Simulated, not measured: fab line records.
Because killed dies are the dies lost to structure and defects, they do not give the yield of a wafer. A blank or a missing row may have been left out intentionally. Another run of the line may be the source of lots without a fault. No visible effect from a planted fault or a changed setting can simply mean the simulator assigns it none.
fab line records	flow berkeley-cmos170
record lots=5	wafers=23
route steps=331 shown NWELL@15 PWELL@39 ACTIVE@68 PFIELD@86 PVT@122 PLDD@153 NLDD@168 PSD@183 SDANNEAL@204
start-h: the number of hours between the record's first day and the start of the first shown wafer of the lot	wait-h: hours elapsed since this lot's preceding step	" identical to the entry in the row above	L1.1+2: one row covering several wafers at once	- no value, or no start was given	* or withheld: withheld	< > ~ a bound
route shown NAME@n: NAME is a module with steps in the file, n the number in the route of the first one	usual: mean/standard deviation of fault-free wafers	same: alike in all rows	chamber/n: place in a boat	sites: per-site readings	_std_site: how widely they spread, as a standard deviation	_edge_site: outer sites' mean less inner sites'	radius-mm: how far each site lies from the wafer's centre	mask NAME#n: copy n	behind: tool/chamber where the wafer was last shaped	hold: why the lot went on hold/how many hours it stayed there/how the hold came to an end	device: which transistor (n, p or np) failed to switch	end of line: the tests these same wafers got at the end of their route	a step given without rows: its recipe and nothing more	killed: at the first sort, the dies lost to defects and structure; wafer yield is something else	map: per-die view of a wafer (x killed, . not killed, _ where there is no die)
set.NAME: the run value of the setting; set.NAME@STEP: its run value at that earlier step	model.NAME: the simulator's own value behind a step, which no gauge read
one table per step and one row per wafer, for lots whose settings were changed on purpose
## steps
# step UCB170_NWELL_OXIDATION_01
# recipe temp-c=1000	ambient=O2	target-thk-a=264	ox-time-s=1260
lot.wafer	tool	chamber	start-h	wait-h	set.temp-c	model.SiO2_of_NWELL_OXIDATION_01.thk-nm
L075.1	-	-	-	3.8	983.8	21.72
L075.2	"	-	"	"	983.8	21.57
L075.3	"	-	"	"	983.8	22.1
L075.4	"	-	"	"	983.8	22.12
L075.6	"	-	"	"	983.8	21.58
L076.1	-	-	-	3.5	1016	29.94
L076.2	"	-	"	"	1016	30.12
L076.4	"	-	"	"	1016	29.71
L076.5	"	-	"	"	1016	29.67
L076.6	"	-	"	"	1016	29.55
L077.1	-	-	-	1.0	1000	25.91
L077.2	"	-	"	"	1000	25.63
L077.4	"	-	"	"	1000	26.16
L077.5	"	-	"	"	1000	25.76
L077.6	"	-	"	"	1000	25.46
L079.1	-	-	-	6.9	978.3	21.59
L079.2	"	-	"	"	978.3	21.13
L079.4	"	-	"	"	978.3	22.01
L079.5	"	-	"	"	978.3	21.41
L079.6	"	-	"	"	978.3	21.75
L083.2	furnace-01	0	70.94	2.2	1000	26.51
L083.3	"	0	"	"	1000	26.05
L083.5	"	0	"	"	1000	26.56
# step UCB170_NWELL_THK_MEAS_02
# recipe reads=SiO2_of_NWELL_OXIDATION_01
# usual NWELL_OXIDE_THK=26.3/0.45
lot.wafer	tool	chamber	start-h	wait-h	set.temp-c@NWELL_OXIDATION_01	NWELL_OXIDE_THK[nm]
L075.1	film-metro-02	-	-	-	983.8	21.7
L075.2	"	-	"	"	983.8	21.6
L075.3	"	-	"	"	983.8	22.1
L075.4	"	-	"	"	983.8	22.1
L075.6	"	-	"	"	983.8	21.6
L076.1	film-metro-04	-	-	-	1016	29.9
L076.2	"	-	"	"	1016	30.1
L076.4	"	-	"	"	1016	29.7
L076.5	"	-	"	"	1016	29.7
L076.6	"	-	"	"	1016	29.6
L077.1	film-metro-01	-	-	-	1000	25.9
L077.2	"	-	"	"	1000	25.6
L077.4	"	-	"	"	1000	26.2
L077.5	"	-	"	"	1000	25.8
L077.6	"	-	"	"	1000	25.5
L079.1	film-metro-04	-	-	-	978.3	21.6
L079.2	"	-	"	"	978.3	21.1
L079.4	"	-	"	"	978.3	22.0
L079.5	"	-	"	"	978.3	21.4
L079.6	"	-	"	"	978.3	21.7
L083.2	film-metro-02	-	72.30	0.0	1000	26.5
L083.3	"	-	"	"	1000	26.0
L083.5	"	-	"	"	1000	26.6
# step UCB170_NWELL_PEB_10
# recipe peb-temp-c=130	peb-time-s=withheld	resist=KrF
lot.wafer	tool	chamber	start-h	wait-h	set.peb-temp-c
L075.1+4+6	litho-track-01	0	39.70	0.4	130
L075.2+3	"	0	"	"	131.8
L077.1+4	litho-track-01	0	46.06	0.1	133.2
L077.2+5+6	"	0	"	"	130
L076.1+2+4	litho-track-04	0	46.36	0.1	130
L076.5+6	"	0	"	"	128
L079.1+2+4+5+6	litho-track-01	0	69.00	0.1	130
L083.2+3+5	litho-track-01	0	-	-	130
# step UCB170_NWELL_DEVELOP_11
# recipe developer=TMAH	develop-time-s=45	resist=KrF	dev-temp-c=21
# step UCB170_NWELL_ETCH_13
# recipe chemistry=CH3F/Ar/O2	target=Si3N4	stop-on=SiO2	CH3F_flow_sccm=20	Ar_flow_sccm=50	O2_flow_sccm=7	pressure-mtorr=50	rf-w=450	target-depth-a=2464	over-etch-frac=0.1	time-s=154
lot.wafer	tool	chamber	start-h	wait-h	set.peb-temp-c@NWELL_PEB_10	model.NWELL.cd-nm
L075.1+4+6	rie-diel-04	0,3,0	40.01	0.0	130	3001
L075.2	"	1	"	"	131.8	3012
L075.3	"	2	"	"	131.8	3013
L077.1	rie-diel-04	3	46.37	0.0	133.2	3020
L077.2+6	"	1,2	"	"	130	2999
L077.4	"	2	"	"	133.2	3018
L077.5	"	1	"	"	130	3000
L076.1+2	rie-diel-01	1,0	46.67	0.0	130	3000
L076.4	"	2	"	"	130	2999
L076.5	"	3	"	"	128	2983
L076.6	"	0	"	"	128	2985
L079.1+2+5+6	rie-diel-01	0,1,0,3	69.31	0.0	130	2999
L079.4	"	2	"	"	130	3000
L083.2	rie-diel-02	1	85.18	0.0	130	-
L083.3	"	3	"	"	130	3001
L083.5	"	2	"	"	130	3000
# step UCB170_PWELL_CVD_05
# recipe material=Si3N4	target-thk-nm=220	temp-c=800	precursor=SiH2Cl2/NH3	time-s=3300	pressure-mtorr=200	sih2cl2-flow-sccm=25	nh3-flow-sccm=75
lot.wafer	tool	chamber	start-h	wait-h	set.sih2cl2-flow-sccm	model.Si3N4_of_PWELL_CVD_05.thk-nm
L075.1	-	-	-	0.0	21.27	209.8
L075.2	"	-	"	"	21.27	210.8
L075.3	"	-	"	"	21.27	210.9
L075.4	"	-	"	"	21.27	212.7
L075.6	"	-	"	"	21.27	210.6
L077.1	-	-	-	0.0	25	221.2
L077.2	"	-	"	"	25	219.6
L077.4	"	-	"	"	25	218.9
L077.5	"	-	"	"	25	219.3
L077.6	"	-	"	"	25	220.9
L076.1	-	-	-	0.0	28.68	227.6
L076.2+6	"	-	"	"	28.68	227.2
L076.4	"	-	"	"	28.68	227.7
L076.5	"	-	"	"	28.68	228
L079.1	-	-	-	0.0	25	218
L079.2	"	-	"	"	25	218.7
L079.4	"	-	"	"	25	219.2
L079.5	"	-	"	"	25	219.1
L079.6	"	-	"	"	25	218.4
L083.2	lpcvd-01	0	103.61	0.0	25	220.9
L083.3	"	0	"	"	25	222.3
L083.5	"	0	"	"	25	222
# step UCB170_PWELL_THK_MEAS_06
# recipe reads=Si3N4_of_PWELL_CVD_05
# usual PWELL_NITRIDE_THK=220.2/1.7
lot.wafer	tool	chamber	start-h	wait-h	set.sih2cl2-flow-sccm@PWELL_CVD_05	PWELL_NITRIDE_THK[nm]
L075.1	film-metro-02	-	-	-	21.27	209.9
L075.2	"	-	"	"	21.27	211.0
L075.3	"	-	"	"	21.27	210.7
L075.4	"	-	"	"	21.27	212.7
L075.6	"	-	"	"	21.27	210.6
L077.1	film-metro-02	-	-	-	25	221.1
L077.2	"	-	"	"	25	219.6
L077.4	"	-	"	"	25	218.8
L077.5	"	-	"	"	25	219.3
L077.6	"	-	"	"	25	221.0
L076.1	film-metro-01	-	-	-	28.68	227.7
L076.2	"	-	"	"	28.68	227.1
L076.4	"	-	"	"	28.68	227.9
L076.5	"	-	"	"	28.68	227.9
L076.6	"	-	"	"	28.68	227.1
L079.1	film-metro-01	-	-	-	25	218.3
L079.2	"	-	"	"	25	218.9
L079.4	"	-	"	"	25	219.2
L079.5	"	-	"	"	25	219.2
L079.6	"	-	"	"	25	218.3
L083.2	film-metro-02	-	105.54	0.0	25	220.8
L083.3	"	-	"	"	25	222.4
L083.5	"	-	"	"	25	222.2
# step UCB170_PWELL_EXPOSE_10
# recipe mask-id=PWELL	target-cd-nm=3000	na=0.5	sigma-outer=0.6	source-shape=conventional	dose-mj=19
lot.wafer	tool	chamber	start-h	wait-h	mask	set.dose-mj
L075.1+2+3+4+6	krf-scanner-01	0	63.07	0.4	PWELL#0	19
L077.1+2+4+5+6	krf-scanner-02	0	63.38	0.6	PWELL#0	19
L076.1+2+4+5+6	krf-scanner-01	0	72.09	0.3	PWELL#0	19
L079.1+2+5	krf-scanner-02	0	88.00	0.2	PWELL#0	19
L079.4+6	"	0	"	"	PWELL#0	19.7
L083.2+3+5	krf-scanner-01	0	106.47	0.2	PWELL#0	19
# step UCB170_PWELL_PEB_11
# recipe peb-temp-c=130	peb-time-s=withheld	resist=KrF
# step UCB170_PWELL_DEVELOP_12
# recipe developer=TMAH	develop-time-s=45	resist=KrF	dev-temp-c=21
# step UCB170_PWELL_ETCH_14
# recipe chemistry=CH3F/Ar/O2	target=Si3N4	stop-on=SiO2	CH3F_flow_sccm=20	Ar_flow_sccm=50	O2_flow_sccm=7	pressure-mtorr=50	rf-w=450	target-depth-a=2420	over-etch-frac=0.1	time-s=151
lot.wafer	tool	chamber	start-h	wait-h	set.sih2cl2-flow-sccm@PWELL_CVD_05	model.etch.depth-nm
L075.1	rie-diel-01	0	63.99	0.0	21.27	209.8
L075.2	"	2	"	"	21.27	210.8
L075.3	"	3	"	"	21.27	210.9
L075.4	"	1	"	"	21.27	212.7
L075.6	"	2	"	"	21.27	210.6
L077.1	rie-diel-02	0	64.27	0.0	25	221.2
L077.2	"	2	"	"	25	219.6
L077.4	"	3	"	"	25	218.9
L077.5	"	3	"	"	25	219.3
L077.6	"	2	"	"	25	220.9
L076.1	rie-diel-01	2	72.78	0.0	28.68	227.6
L076.2+6	"	3	"	"	28.68	227.2
L076.4	"	1	"	"	28.68	227.7
L076.5	"	0	"	"	28.68	228
L079.1	rie-diel-02	1	88.42	0.0	25	218
L079.2	"	3	"	"	25	218.7
L079.4	"	0	"	"	25	219.2
L079.5	"	0	"	"	25	219.1
L079.6	"	1	"	"	25	218.4
L083.2	rie-diel-03	0	106.88	0.0	25	220.9
L083.3	"	2	"	"	25	222.3
L083.5	"	0	"	"	25	222
# step UCB170_ACTIVE_COAT_08
# recipe resist=KrF	spin-rpm=1500	resist-thk-nm=900
lot.wafer	tool	chamber	start-h	wait-h	set.spin-rpm	model.KrF_of_ACTIVE_COAT_08.thk-nm
L077.1	litho-track-04	0	96.13	0.1	1500	900.4
L077.2	"	0	"	"	1500	901.3
L077.4	"	0	"	"	1500	902
L077.5	"	0	"	"	1500	900.7
L077.6	"	0	"	"	1500	900.8
L075.1	litho-track-02	0	96.19	0.1	1500	904.4
L075.2	"	0	"	"	1450	921.7
L075.3	"	0	"	"	1450	920.8
L075.4	"	0	"	"	1450	917.8
L075.6	"	0	"	"	1500	903.6
L076.1	litho-track-04	0	109.84	0.1	1560	883.3
L076.2	"	0	"	"	1500	899.8
L076.4	"	0	"	"	1500	897.4
L076.5	"	0	"	"	1560	880.4
L076.6	"	0	"	"	1500	898.5
L079.1	litho-track-03	0	119.23	0.1	1389	937.8
L079.2	"	0	"	"	1500	901.1
L079.4	"	0	"	"	1500	903.4
L079.5	"	0	"	"	1389	935.8
L079.6	"	0	"	"	1389	935.3
L083.2	litho-track-04	0	144.46	0.1	1500	900.5
L083.3	"	0	"	"	1500	900.4
L083.5	"	0	"	"	1500	902.6
# step UCB170_ACTIVE_ETCH_15
# recipe chemistry=CH3F/Ar/O2	target=Si3N4	stop-on=SiO2	CH3F_flow_sccm=20	Ar_flow_sccm=50	O2_flow_sccm=7	pressure-mtorr=50	rf-w=450	target-depth-a=2420	over-etch-frac=0.1	time-s=151
lot.wafer	tool	chamber	start-h	wait-h	set.rf-w	set.spin-rpm@ACTIVE_COAT_08	model.KrF_of_ACTIVE_COAT_08.thk-nm
L077.1	rie-diel-02	2	97.20	0.0	450	1500	723.6
L077.2	"	3	"	"	450	1500	728.8
L077.4	"	1	"	"	450	1500	721.8
L077.5	"	2	"	"	450	1500	725.7
L077.6	"	3	"	"	450	1500	729.1
L075.1	rie-diel-04	1	97.47	0.0	450	1500	726.8
L075.2	"	0	"	"	450	1450	746.2
L075.3	"	2	"	"	450	1450	748.8
L075.4	"	2	"	"	450	1450	744.3
L075.6	"	0	"	"	450	1500	728.7
L076.1	rie-diel-02	3	110.69	0.0	402.8	1560	716.7
L076.2	"	2	"	"	450	1500	722.2
L076.4	"	0	"	"	402.8	1500	725.4
L076.5	"	3	"	"	450	1560	706.5
L076.6	"	2	"	"	450	1500	719.5
L079.1	rie-diel-04	0	120.41	0.0	450	1389	764.7
L079.2	"	3	"	"	467.2	1500	723
L079.4	"	2	"	"	450	1500	732.8
L079.5	"	0	"	"	467.2	1389	758.8
L079.6	"	1	"	"	450	1389	759
L083.2	rie-diel-03	3	145.89	0.0	450	1500	725
L083.3	"	3	"	"	450	1500	723.1
L083.5	"	2	"	"	450	1500	723.9
# step UCB170_ACTIVE_STRIP_16
# recipe chemistry=O2	power-w=400	pressure-mtorr=3500	platen-temp-c=withheld	o2-flow-sccm=400	overash-fraction=0.5
# usual strip-time-to-endpoint-s=18.07/0.11
lot.wafer	tool	chamber	start-h	wait-h	set.spin-rpm@ACTIVE_COAT_08	strip-time-to-endpoint-s
L077.1	plasma-asher-01	0	97.31	0.1	1500	18.07
L077.2	"	1	"	"	1500	18.19
L077.4	"	0	"	"	1500	18.02
L077.5	"	0	"	"	1500	18.11
L077.6	"	1	"	"	1500	18.20
L075.1	plasma-asher-02	0	97.57	0.1	1500	18.15
L075.2	"	1	"	"	1450	18.60
L075.3	"	0	"	"	1450	18.67
L075.4	"	1	"	"	1450	18.56
L075.6	"	1	"	"	1500	18.17
L076.1	plasma-asher-02	0	110.79	0.1	1560	17.89
L076.2	"	1	"	"	1500	18.02
L076.4	"	0	"	"	1500	18.11
L076.5	"	0	"	"	1560	17.66
L076.6	"	1	"	"	1500	17.99
L079.1	plasma-asher-04	1	120.51	0.1	1389	19.04
L079.2	"	0	"	"	1500	18.06
L079.4	"	0	"	"	1500	18.28
L079.5	"	0	"	"	1389	18.91
L079.6	"	1	"	"	1389	18.90
L083.2	plasma-asher-02	1	146.04	0.1	1500	18.09
L083.3	"	0	"	"	1500	18.06
L083.5	"	1	"	"	1500	18.08
# step UCB170_PFIELD_IMPLANT_07
# recipe species=B	dose-cm2=2e+13	energy-kev=80	tilt-deg=7
lot.wafer	tool	chamber	start-h	wait-h	set.energy-kev	model.implant.rp-nm	model.implant.drp-nm
L077.1+4+5	implanter-02	0	99.29	0.0	75.62	252	72.82
L077.2+6	"	0	"	"	80	263.4	74.86
L075.1+2+3+4+6	implanter-04	0	99.50	0.0	80	259.5	74.86
L076.1+2+5	implanter-02	0	112.35	0.0	80	268.2	74.86
L076.4+6	"	0	"	"	75.33	255.8	72.69
L079.1+6	implanter-02	0	123.11	0.0	80	262.8	74.86
L079.2+4+5	"	0	"	"	75.54	251.2	72.79
L083.2+3+5	implanter-04	0	147.73	0.0	80	258.3	74.86
# step UCB170_PVT_IMPLANT_07
# recipe species=P	dose-cm2=2e+12	energy-kev=30	tilt-deg=7
lot.wafer	tool	chamber	start-h	wait-h	set.energy-kev	model.implant.rp-nm	model.implant.drp-nm
L075.1+2+6	implanter-01	0	142.01	0.0	30	36.67	16.56
L075.3+4	"	0	"	"	29.23	36.03	16.3
L077.1+2+6	implanter-03	0	142.41	0.0	29.39	35.97	16.36
L077.4+5	"	0	"	"	30	36.47	16.56
L076.1+2+4+5+6	implanter-04	0	156.90	0.0	30	37.1	16.56
L079.1+2+6	implanter-04	0	158.07	0.0	30	36.31	16.56
L079.4+5	"	0	"	"	31.52	38.05	17.27
L083.2+3+5	implanter-04	0	188.25	0.0	30	36.27	16.56
# step UCB170_PLDD_IMPLANT_08
# recipe species=BF2	dose-cm2=5e+13	energy-kev=10	tilt-deg=7	rotation-deg=0
lot.wafer	tool	chamber	start-h	wait-h	set.dose-cm2
L077.1+4	implanter-02	0	159.22	0.0	5e+13
L077.2+5+6	"	0	"	"	5.319e+13
L075.1+3	implanter-04	0	160.09	0.0	5.102e+13
L075.2+4+6	"	0	"	"	5e+13
L076.1+4	implanter-03	0	176.84	0.0	4.681e+13
L076.2+5+6	"	0	"	"	5e+13
L079.1+2+4	implanter-03	0	177.30	0.0	5e+13
L079.5+6	"	0	"	"	4.731e+13
L083.2+3+5	implanter-03	0	208.08	0.0	5e+13
# step UCB170_NLDD_STRIP_10
# recipe chemistry=O2	power-w=400	pressure-mtorr=3500	platen-temp-c=withheld	o2-flow-sccm=400	overash-fraction=0.5
# usual strip-time-to-endpoint-s=21.63/0.08
lot.wafer	tool	chamber	start-h	wait-h	set.o2-flow-sccm	strip-time-to-endpoint-s
L077.1	plasma-asher-02	0	161.82	0.1	433.4	21.42
L077.2	"	1	"	"	433.4	21.42
L077.4	"	0	"	"	400	21.63
L077.5	"	0	"	"	433.4	21.43
L077.6	"	1	"	"	400	21.60
L075.1	plasma-asher-04	1	162.15	0.1	358.3	22.15
L075.2	"	0	"	"	358.3	22.12
L075.3	"	0	"	"	358.3	22.12
L075.4	"	1	"	"	400	21.71
L075.6	"	0	"	"	400	21.71
L076.1	plasma-asher-02	0	180.73	0.1	427.7	21.47
L076.2	"	1	"	"	427.7	21.46
L076.4	"	0	"	"	427.7	21.47
L076.5	"	1	"	"	400	21.68
L076.6	"	0	"	"	400	21.63
L079.1	plasma-asher-03	1	181.09	0.1	373	21.80
L079.2	"	0	"	"	373	21.79
L079.4	"	1	"	"	400	21.62
L079.5	"	1	"	"	373	21.80
L079.6	"	0	"	"	400	21.60
L083.2	plasma-asher-03	0	211.05	0.1	400	21.76
L083.3	"	1	"	"	400	21.69
L083.5	"	1	"	"	400	21.64
# step UCB170_PSD_IMPLANT_08
# recipe species=B	dose-cm2=3e+15	energy-kev=20	tilt-deg=7
lot.wafer	tool	chamber	start-h	wait-h	set.dose-cm2
L077.1+5	implanter-03	0	171.57	0.0	2.884e+15
L077.2+4+6	"	0	"	"	3e+15
L075.1+3+6	implanter-02	0	171.69	0.0	3e+15
L075.2+4	"	0	"	"	2.832e+15
L076.1+6	implanter-03	0	191.11	0.0	3e+15
L076.2+4+5	"	0	"	"	3.198e+15
L079.1+2+4+5+6	implanter-01	0	191.23	0.0	3e+15
L083.2+3+5	implanter-01	0	217.58	0.0	3e+15
# step UCB170_PSD_STRIP_09
# recipe chemistry=O2	power-w=400	pressure-mtorr=3500	platen-temp-c=withheld	o2-flow-sccm=400	overash-fraction=0.5
# usual strip-time-to-endpoint-s=29.42/0.073
lot.wafer	tool	chamber	start-h	wait-h	set.dose-cm2@PSD_IMPLANT_08	strip-time-to-endpoint-s
L077.1	plasma-asher-02	1	171.72	0.1	2.884e+15	28.99
L077.2	"	0	"	"	3e+15	29.35
L077.4	"	0	"	"	3e+15	29.31
L077.5	"	0	"	"	2.884e+15	28.90
L077.6	"	1	"	"	3e+15	29.38
L075.1	plasma-asher-03	0	171.84	0.1	3e+15	29.52
L075.2	"	1	"	"	2.832e+15	28.92
L075.3	"	1	"	"	3e+15	29.48
L075.4	"	0	"	"	2.832e+15	28.87
L075.6	"	1	"	"	3e+15	29.49
L076.1	plasma-asher-01	1	191.26	0.1	3e+15	29.36
L076.2	"	0	"	"	3.198e+15	30.08
L076.4	"	0	"	"	3.198e+15	30.10
L076.5	"	1	"	"	3.198e+15	29.97
L076.6	"	0	"	"	3e+15	29.33
L079.1	plasma-asher-02	0	191.38	0.1	3e+15	29.37
L079.2	"	1	"	"	3e+15	29.47
L079.4	"	1	"	"	3e+15	29.50
L079.5	"	1	"	"	3e+15	29.44
L079.6	"	0	"	"	3e+15	29.38
L083.2	plasma-asher-02	1	217.71	0.1	3e+15	29.39
L083.3	"	0	"	"	3e+15	29.46
L083.5	"	0	"	"	3e+15	29.42
# step UCB170_PSD_CLEAN_11
# recipe chemistry=SPM	temp-c=120	time-s=600
# step UCB170_SDANNEAL_RTA_00
# recipe temp-c=900	time-s=10	ambient=N2
# step UCB170_SDANNEAL_RTA_01
# recipe temp-c=1050	time-s=5	ambient=N2
# step UCB170_SDANNEAL_RS_MEAS_02
# recipe thk-meas-gauge=four-point-probe
# usual PSD_RS=75.5/0.33
lot.wafer	tool	chamber	start-h	wait-h	set.dose-cm2@PSD_IMPLANT_08	PSD_RS[ohm/sq]
L075.1	film-metro-04	-	175.73	0.0	3e+15	75.6
L075.2	"	-	"	"	2.832e+15	78.5
L075.3	"	-	"	"	3e+15	75.4
L075.4	"	-	"	"	2.832e+15	78.7
L075.6	"	-	"	"	3e+15	75.3
L077.1	film-metro-01	-	175.85	0.1	2.884e+15	77.8
L077.2	"	-	"	"	3e+15	76.1
L077.4	"	-	"	"	3e+15	76.1
L077.5	"	-	"	"	2.884e+15	78.3
L077.6	"	-	"	"	3e+15	75.4
L076.1	film-metro-03	-	194.41	0.4	3e+15	75.8
L076.2	"	-	"	"	3.198e+15	71.8
L076.4	"	-	"	"	3.198e+15	71.6
L076.5	"	-	"	"	3.198e+15	71.9
L076.6	"	-	"	"	3e+15	75.7
L079.1	film-metro-04	-	194.46	0.2	3e+15	75.3
L079.2	"	-	"	"	3e+15	75.2
L079.4	"	-	"	"	3e+15	75.3
L079.5	"	-	"	"	3e+15	75.3
L079.6	"	-	"	"	3e+15	75.4
L083.2	film-metro-03	-	221.80	0.1	3e+15	75.1
L083.3	"	-	"	"	3e+15	75.3
L083.5	"	-	"	"	3e+15	75.4
# step UCB170_SDANNEAL_RS_MEAS_04
# recipe thk-meas-gauge=four-point-probe
# usual PLDD_RS=1031.4/2.8
lot.wafer	tool	chamber	start-h	wait-h	set.dose-cm2@PLDD_IMPLANT_08	PLDD_RS[ohm/sq]
L075.1	film-metro-04	-	175.97	0.1	5.102e+13	1024.1
L075.2	"	-	"	"	5e+13	1033.6
L075.3	"	-	"	"	5.102e+13	1023.0
L075.4	"	-	"	"	5e+13	1032.7
L075.6	"	-	"	"	5e+13	1031.3
L077.1	film-metro-01	-	176.09	0.1	5e+13	1033.9
L077.2	"	-	"	"	5.319e+13	1005.0
L077.4	"	-	"	"	5e+13	1032.0
L077.5	"	-	"	"	5.319e+13	1010.3
L077.6	"	-	"	"	5.319e+13	1007.4
L076.1	film-metro-03	-	194.65	0.1	4.681e+13	1056.0
L076.2	"	-	"	"	5e+13	1032.9
L076.4	"	-	"	"	4.681e+13	1059.3
L076.5	"	-	"	"	5e+13	1030.6
L076.6	"	-	"	"	5e+13	1034.0
L079.1	film-metro-04	-	194.70	0.1	5e+13	1028.2
L079.2	"	-	"	"	5e+13	1028.7
L079.4	"	-	"	"	5e+13	1028.8
L079.5	"	-	"	"	4.731e+13	1053.9
L079.6	"	-	"	"	4.731e+13	1051.3
L083.2	film-metro-03	-	222.04	0.1	5e+13	1031.4
L083.3	"	-	"	"	5e+13	1032.9
L083.5	"	-	"	"	5e+13	1034.5
## key
split step=UCB170_NWELL_OXIDATION_01	setting=temp-c	stated=1000	by=lot
response step=UCB170_NWELL_OXIDATION_01	reading=model.SiO2_of_NWELL_OXIDATION_01.thk-nm	change=+2.28	per=1%	r=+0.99
response step=UCB170_NWELL_THK_MEAS_02	reading=NWELL_OXIDE_THK	change=+2.28	per=1%	r=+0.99
split step=UCB170_NWELL_PEB_10	setting=peb-temp-c	stated=130	by=wafer
response step=UCB170_NWELL_ETCH_13	reading=model.NWELL.cd-nm	change=+8.54	per=1%	r=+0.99
split step=UCB170_PWELL_CVD_05	setting=sih2cl2-flow-sccm	stated=25	by=lot
response step=UCB170_PWELL_CVD_05	reading=model.Si3N4_of_PWELL_CVD_05.thk-nm	change=+0.56	per=1%	r=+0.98
response step=UCB170_PWELL_THK_MEAS_06	reading=PWELL_NITRIDE_THK	change=+0.559	per=1%	r=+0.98
response step=UCB170_PWELL_ETCH_14	reading=model.etch.depth-nm	change=+0.56	per=1%	r=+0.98
split step=UCB170_PWELL_EXPOSE_10	setting=dose-mj	stated=19	by=wafer
response none clear
split step=UCB170_ACTIVE_COAT_08	setting=spin-rpm	stated=1500	by=wafer
response step=UCB170_ACTIVE_COAT_08	reading=model.KrF_of_ACTIVE_COAT_08.thk-nm	change=-4.55	per=1%	r=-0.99
response step=UCB170_ACTIVE_ETCH_15	reading=model.KrF_of_ACTIVE_COAT_08.thk-nm	change=-4.27	per=1%	r=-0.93
response step=UCB170_ACTIVE_STRIP_16	reading=strip-time-to-endpoint-s	change=*	per=1%	r=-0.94
split step=UCB170_ACTIVE_ETCH_15	setting=rf-w	stated=450	by=wafer
response none clear
split step=UCB170_PFIELD_IMPLANT_07	setting=energy-kev	stated=80	by=wafer
response step=UCB170_PFIELD_IMPLANT_07	reading=model.implant.rp-nm	change=+2.1	per=1%	r=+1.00
response step=UCB170_PFIELD_IMPLANT_07	reading=model.implant.drp-nm	change=+0.372	per=1%	r=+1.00
split step=UCB170_PVT_IMPLANT_07	setting=energy-kev	stated=30	by=wafer
response step=UCB170_PVT_IMPLANT_07	reading=model.implant.rp-nm	change=+0.316	per=1%	r=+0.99
response step=UCB170_PVT_IMPLANT_07	reading=model.implant.drp-nm	change=+0.127	per=1%	r=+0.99
split step=UCB170_PLDD_IMPLANT_08	setting=dose-cm2	stated=5e+13	by=wafer
response step=UCB170_SDANNEAL_RS_MEAS_04	reading=PLDD_RS	change=-4.1	per=1%	r=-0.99
split step=UCB170_NLDD_STRIP_10	setting=o2-flow-sccm	stated=400	by=wafer
response step=UCB170_NLDD_STRIP_10	reading=strip-time-to-endpoint-s	change=*	per=1%	r=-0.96
split step=UCB170_PSD_IMPLANT_08	setting=dose-cm2	stated=3e+15	by=wafer
response step=UCB170_PSD_STRIP_09	reading=strip-time-to-endpoint-s	change=*	per=1%	r=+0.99
response step=UCB170_SDANNEAL_RS_MEAS_02	reading=PSD_RS	change=-0.578	per=1%	r=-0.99
